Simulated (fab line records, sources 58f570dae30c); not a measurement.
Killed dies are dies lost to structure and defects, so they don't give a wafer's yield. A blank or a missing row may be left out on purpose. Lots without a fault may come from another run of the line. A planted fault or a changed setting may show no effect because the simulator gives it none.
Chamber matching | flow berkeley_cmos170 | UCB170_GATE_ETCH_15 on rie_si-01: 4 sister chambers
The step etches poly-Si in HBr/Cl2, stops on SiO2, time 56.3 s, target depth 278.2 nm. 4 wafers are shown with their chamber, then 6 later ones without.

WAFERS WITH THEIR CHAMBER
wafer  | chamber | drypump_motor_current_A (A)
L109.1 | 0       | 6.3
L109.6 | 1       | 5.5
L113.1 | 2       | 5.3
L113.6 | 3       | 6.5

WAFERS WITHOUT THEIR CHAMBER
wafer  | drypump_motor_current_A (A)
L115.1 | 6.3
L115.2 | 6.5
L115.5 | 6.3
L116.3 | 5.4
L116.4 | 5.5
L116.5 | 6.3

WHICH CHAMBER EACH WENT THROUGH
wafer  | from the rows above     | in truth
L115.1 | 0                       | 0
L115.2 | 3                       | 3
L115.5 | 0                       | 0
L116.3 | can't be placed: 1 or 2 | 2
L116.4 | 1                       | 1
L116.5 | 0                       | 0
Placed correctly: 5 of 6. Can't be placed from these rows: 1 (the true chamber is among the candidates in 1). Placed wrongly: 0.
How it was worked out, from the rows above alone: a wafer's distance from a chamber is the root of the sum, over the readings, of the square of ((its reading less the chamber's mean) divided by the reading's scatter). The wafer belongs to the nearest chamber; if the next one is less than 2 further off, it can't be placed. A chamber's mean is the mean of its shown wafers. The scatter: with one shown wafer a chamber, the root of the mean of the squares of how far each hidden wafer lies from its nearest shown one.
